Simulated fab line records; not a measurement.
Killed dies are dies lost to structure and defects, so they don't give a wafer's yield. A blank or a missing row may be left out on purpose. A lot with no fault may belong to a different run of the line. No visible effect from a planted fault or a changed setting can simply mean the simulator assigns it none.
fab line records	flow ritCmos
[record] lots = 5	wafers = 15	lastDay = 7
route steps=202 shown PLDD@116 SPACER@125 M1@202
lots that met no fault: taken from a fault-free run of the same line
startH: the number of hours between the record's first day and the start of the first shown wafer of the lot	waitH: time in hours since the lot's previous step	" same as the row above	L1.1+2: a row that stands for several wafers	- value missing, or start not given	* or withheld: withheld	< > ~ a bound
route shown NAME@n: names a module that has steps shown in the file, with the first one's number in the route	usual: mean and standard deviation over wafers with no fault	same: alike in all rows	chamber/n: place in a boat	sites: readings site by site	_std_site: the standard deviation of these	_edge_site: outer sites' mean less inner sites'	radiusMm: for every site, how far away it sits from the centre of the wafer	mask NAME#n: copy n	behind: the tool/chamber that last shaped the wafer	hold: reason for holding the lot/hours on hold/outcome of the hold	device: names the non-switching transistor (n, p or np)	end of line: tests of these same wafers at the route's end	step lacking rows: just its recipe	killed: the dies lost at the first sort to structure and to defects; this is not the yield of the wafer	map: shows each die of a wafer: x if killed, . if not, _ if none is there
set.NAME: the setting the step ran with; set.NAME@STEP: the setting that earlier step ran with	model.NAME: the simulator's own value behind a step, which no gauge read
a table for each step, a row for each wafer; lots at some steps of the route
services: a tool's chamber out of use, with start hour (startH, from the record's first day; less than 0 if before it), hours out, and reason
[[steps]]
[step RIT_PLDD_SOFTBAKE_02]
[recipe] resist = NOVOLAK	tempC = 90	timeS = 60
[step RIT_PLDD_EXPOSE_03]
[recipe] maskId = M8	na = 0.57	targetCdNm = 40900	doseMj = 250
[step RIT_PLDD_PEB_04]
[recipe] resist = NOVOLAK	tempC = withheld	timeS = withheld
[step RIT_PLDD_DEVELOP_05]
[recipe] resist = NOVOLAK	developTimeS = 50	devTempC = 23
[step RIT_PLDD_OVL_MEAS_06]
[usual] PLDD_OVL = -0.3/1.3
lot.wafer	tool	chamber	startH	waitH	PLDD_OVL[nm]
L461.1	overlay-02	-	68.60	-	-1.1
L461.3	"	-	"	"	-1.4
L461.6	"	-	"	"	-2.0
L462.2	overlay-02	-	76.68	-	0.8
L462.3	"	-	"	"	1.4
L462.5	"	-	"	"	-0.2
L465.2	overlay-01	-	91.06	-	-2.2
L465.3	"	-	"	"	-1.8
L465.5	"	-	"	"	0.2
L471.2	overlay-01	-	123.45	-	-2.0
L471.3	"	-	"	"	-2.0
L471.4	"	-	"	"	-1.3
L476.3	overlay-01	-	144.78	-	-1.0
L476.5	"	-	"	"	-0.4
L476.6	"	-	"	"	-1.9
[step RIT_PLDD_HARDBAKE_07]
[recipe] resist = NOVOLAK	tempC = 140	timeS = 60
[step RIT_PLDD_IMPLANT_08]
[recipe] species = BF2	energyKev = 20	doseCm2 = 9e+14	tiltDeg = 7
[step RIT_PLDD_STRIP_09]
[recipe] chemistry = O2	timeS = 180	resist = NOVOLAK	platenTempC = withheld	powerW = 500	pressureMtorr = 4000	o2FlowSccm = 4000
[usual] drypumpMotorCurrentA = 6.0/0.32
lot.wafer	tool	chamber	startH	waitH	drypumpMotorCurrentA	rfHoursCounterH
L461.1	plasmaAsher-02	1	68.98	0.1	5.7	28
L461.3	"	0	"	"	6.2	-
L461.6	"	1	"	"	5.7	-
L462.2	plasmaAsher-04	1	77.01	0.1	5.7	45
L462.3	"	0	"	"	6.4	-
L462.5	"	0	"	"	6.4	-
L465.2	plasmaAsher-01	0	91.39	0.1	5.2	45
L465.3	"	0	"	"	5.2	-
L465.5	"	0	"	"	5.2	-
L471.2	plasmaAsher-04	0	123.84	0.1	6.4	51
L471.3	"	1	"	"	5.8	-
L471.4	"	0	"	"	6.4	-
L476.3	plasmaAsher-04	1	145.16	0.1	5.8	-
L476.5	"	0	"	"	6.4	-
L476.6	"	1	"	"	5.8	-
[step RIT_PLDD_TW_MEAS_10]
[usual] PLDD_TW = 2353/16
lot.wafer	tool	chamber	startH	waitH	PLDD_TW
L461.1	filmMetro-02	-	69.15	0.1	2333
L461.3	"	-	"	"	2317
L461.6	"	-	"	"	2348
L462.2	filmMetro-03	-	77.19	0.1	2382
L462.3	"	-	"	"	2373
L462.5	"	-	"	"	2369
L465.2	filmMetro-03	-	91.58	0.1	2371
L465.3	"	-	"	"	2372
L465.5	"	-	"	"	2376
L471.2	filmMetro-02	-	124.03	0.1	2336
L471.3	"	-	"	"	2344
L471.4	"	-	"	"	2343
L476.3	filmMetro-03	-	145.30	0.1	2382
L476.5	"	-	"	"	2358
L476.6	"	-	"	"	2376
[step RIT_SPACER_CLEAN_00]
[recipe] chemistry = SC1	mix = 3:3:50	timeS = 600	tempC = 75
[step RIT_SPACER_CLEAN_01]
[recipe] chemistry = dHF	dilution = 50:1	timeS = 30
[step RIT_SPACER_CLEAN_02]
[recipe] chemistry = SC2	mix = 3:3:50	timeS = 600	tempC = 75	dry = n2Spin
[step RIT_SPACER_CVD_03]
[recipe] material = Si3N4	targetThkNm = 250	tempC = 810	precursor = SiH2Cl2/NH3	timeS = 3300	pressureMtorr = 300	sih2cl2FlowSccm = 60	nh3FlowSccm = 150
[usual] spikeTcCentreC = 812.1/1.8	spikeTcLoadC = 832.1/2	spikeTcSourceC = 831.3/2.6
lot.wafer	tool	chamber	startH	waitH	spikeTcCentreC	spikeTcLoadC	spikeTcSourceC	model.Si3N4_of_SPACER_CVD_03.thkNm
L461.1	lpcvd-02	0	69.58	0.0	813.5	832.8	833.5	252.7
L461.3	"	0	"	"	810.9	834.6	831.7	252.1
L461.6	"	0	"	"	812.5	833.5	831.7	252.9
L462.2	lpcvd-01	1	77.61	0.0	814.6	832.6	829.2	248
L462.3	"	1	"	"	813.0	832.0	828.2	248.6
L462.5	"	1	"	"	813.6	831.5	828.2	247.6
L465.2	lpcvd-01	1	91.99	0.0	833.6	852.4	850.0	357.7
L465.3	"	1	"	"	834.7	852.4	849.1	356.9
L465.5	"	1	"	"	833.5	854.9	849.2	358.8
L471.2	lpcvd-02	1	124.46	0.0	808.9	833.1	836.1	248.8
L471.3	"	1	"	"	810.6	833.0	835.8	248.7
L471.4	"	1	"	"	810.3	833.7	833.1	249.7
L476.3	lpcvd-02	1	145.70	0.0	809.4	832.9	836.6	250.8
L476.5	"	1	"	"	811.8	833.9	833.1	250.4
L476.6	"	1	"	"	809.0	832.6	833.4	251.3
[step RIT_SPACER_THK_MEAS_04]
[recipe] reads = Si3N4_of_SPACER_CVD_03
[usual] SPACER_NITRIDE_THK = 249.3/2.1
lot.wafer	tool	chamber	startH	waitH	hold	SPACER_NITRIDE_THK[nm]
L461.1	filmMetro-03	-	71.50	0.0	-	252.8
L461.3	"	-	"	"	-	252.0
L461.6	"	-	"	"	-	252.9
L462.2	filmMetro-03	-	80.49	0.0	-	247.9
L462.3	"	-	"	"	-	248.4
L462.5	"	-	"	"	-	247.6
L465.2	filmMetro-03	-	93.92	0.0	awaitDispo/0.2h/release	357.2
L465.3	"	-	"	"	awaitDispo/0.2h/release	356.8
L465.5	"	-	"	"	awaitDispo/0.2h/release	358.8
L465.2	filmMetro-03	-	94.15	0.2	-	357.4
L465.3	"	-	"	"	-	356.9
L465.5	"	-	"	"	-	358.9
L471.2	filmMetro-04	-	127.35	0.0	-	248.8
L471.3	"	-	"	"	-	248.7
L471.4	"	-	"	"	-	249.6
L476.3	filmMetro-04	-	147.64	0.0	-	250.8
L476.5	"	-	"	"	-	250.8
L476.6	"	-	"	"	-	251.3
[step RIT_M1_PROBE_99]
[usual] defectLimitedYield = 97.5/1.1	killedAtFrontEnd = 6.5/2.8	killedDies = 6.5/2.8	killedOpen = 3.2/1.8	killedShort = 3.3/2	sort_bin_3_pad_short = 0.1/0.23	sort_bin_5_function = 1.5/0.77	sort_bin_6_memory = 0.9/0.6	sortNPass = 257.5/2.8	sortYieldPct = 97.5/1.1
[same] grossDies = 264	killed_at_M0_to_M3 = 0	killed_at_M4_up = 0	killedAtBackSide = 0	killedAtContacts = 0	killedAtOther = 0
lot.wafer	tool	chamber	startH	waitH	defectLimitedYield[%]	killedAtFrontEnd	killedDies	killedOpen	killedShort	sort_bin_3_pad_short[%]	sort_bin_5_function[%]	sort_bin_6_memory[%]	sortNPass	sortYieldPct[%]
L461.1	prober-02	-	83.06	0.1	97.7	6	6	3	3	0	1.5	0.8	258.0	97.7
L461.3	prober-02	-	83.16	0.2	97.3	7	7	0	7	0.4	1.5	0.8	257.0	97.3
L461.6	prober-02	-	83.31	0.2	98.5	4	4	3	1	0	0.8	0.8	260.0	98.5
L462.2	prober-02	-	91.62	0.1	97.7	6	6	3	3	0	1.5	0.8	258.0	97.7
L462.3	prober-02	-	91.67	0.2	97.0	8	8	2	6	0	1.5	1.5	256.0	97.0
L462.5	prober-02	-	91.77	0.2	97.7	6	6	2	4	0	1.1	1.1	258.0	97.7
L471.2	prober-02	-	139.68	0.1	98.5	4	4	2	2	0	1.5	0	260.0	98.5
L471.3	prober-02	-	139.73	0.2	97.3	7	7	4	3	0	1.1	1.5	257.0	97.3
L471.4	prober-02	-	139.78	0.2	99.2	2	2	0	2	0	0.8	0	262.0	99.2
L476.3	prober-02	-	158.83	0.2	97.7	6	6	3	3	0	1.1	1.1	258.0	97.7
L476.5	prober-02	-	158.93	0.2	97.0	8	8	4	4	0.4	1.5	1.1	256.0	97.0
L476.6	prober-02	-	158.98	0.2	97.0	8	8	4	4	0	1.9	1.1	256.0	97.0
// killed by level:class
L461.1 GATE:geometricParticle:open=1 GATE:geometricParticle:short=1 REOX:geometricParticle:open=1 SPACER:geometricParticle:open=1 SPACER:geometricParticle:short=1 SILICIDE:geometricParticle:short=1
L461.3 GATE:geometricParticle:short=4 FOX1:geometricParticle:short=1 FOX2:geometricParticle:short=1 REOX:geometricParticle:short=1
L461.6 GATE:geometricParticle:open=2 FOX2:geometricParticle:open=1 SILICIDE:geometricParticle:short=1
L462.2 FOX2:geometricParticle:open=2 GATE:geometricParticle:short=2 FOX2:geometricParticle:short=1 SILICIDE:geometricParticle:open=1
L462.3 FOX2:geometricParticle:short=2 GATE:geometricParticle:short=2 SPACER:geometricParticle:short=2 FOX1:geometricParticle:open=1 SPACER:geometricParticle:open=1
L462.5 FOX1:geometricParticle:short=2 FOX2:geometricParticle:short=1 FOX2:geometricParticle:open=1 GATE:geometricParticle:open=1 SPACER:geometricParticle:short=1
L471.2 FOX1:geometricParticle:open=1 FOX2:geometricParticle:short=1 GATE:geometricParticle:short=1 SPACER:geometricParticle:open=1
L471.3 GATE:geometricParticle:open=2 FOX1:geometricParticle:short=1 FOX2:geometricParticle:open=1 GATE:geometricParticle:short=1 SPACER:geometricParticle:short=1 SPACER:geometricParticle:open=1
L471.4 SPACER:geometricParticle:short=2
L476.3 GATE:geometricParticle:open=2 FOX1:geometricParticle:short=1 FOX1:geometricParticle:open=1 GATE:geometricParticle:short=1 SILICIDE:geometricParticle:short=1
L476.5 GATE:geometricParticle:short=3 GATE:geometricParticle:open=3 FOX1:geometricParticle:short=1 REOX:geometricParticle:open=1
L476.6 GATE:geometricParticle:short=2 GATE:geometricParticle:open=2 FOX1:geometricParticle:short=1 REOX:geometricParticle:open=1 SPACER:geometricParticle:short=1 SILICIDE:geometricParticle:open=1
[[services]]
tool	chamber	startH	hours	kind
plasmaAsher-01	-	75.98	2.8	pm
plasmaAsher-01	-	108.75	9.0	pm
plasmaAsher-01	0	108.75	9.0	ventCycle
plasmaAsher-01	1	108.75	9.0	ventCycle
plasmaAsher-01	0	117.75	-	clean
plasmaAsher-01	1	117.75	-	clean
plasmaAsher-02	-	119.58	1.3	repair
plasmaAsher-01	-	123.57	7.8	repair
[[key]]
[firstSign] step = RIT_SPACER_CVD_03	reading = spikeTcCentreC	direction = up	sigmas = 12	usual = 812.1	struck = 833.9
[effect] step = RIT_SPACER_CVD_03	reading = spikeTcLoadC	direction = up	sigmas = 11	usual = 832.1	struck = 853.2
[effect] step = RIT_SPACER_THK_MEAS_04	reading = visit	direction = added
[effect] step = RIT_SPACER_THK_MEAS_04	reading = SPACER_NITRIDE_THK	direction = up	sigmas = 53	usual = 249.3	struck = 357.6
[modelEffect] step = RIT_SPACER_CVD_03	value = Si3N4_of_SPACER_CVD_03.thkNm	without = 253.2	struck = 357.8
metAt RIT_SPACER_CVD_03
struckWafers L465.2,L465.3,L465.5
scrappedBehind RIT_SPACER_THK_MEAS_04 L465.2,L465.3,L465.5
onsetBetween 77.61 91.99
[fault] kind = processParameterDrift	tool = lpcvd-01	chamber = 1	onsetH = 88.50	steps = RIT_SPACER_CVD_03	channel = tempC	offset = *	shape = step	endH = 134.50	actsIn = *	stated = *
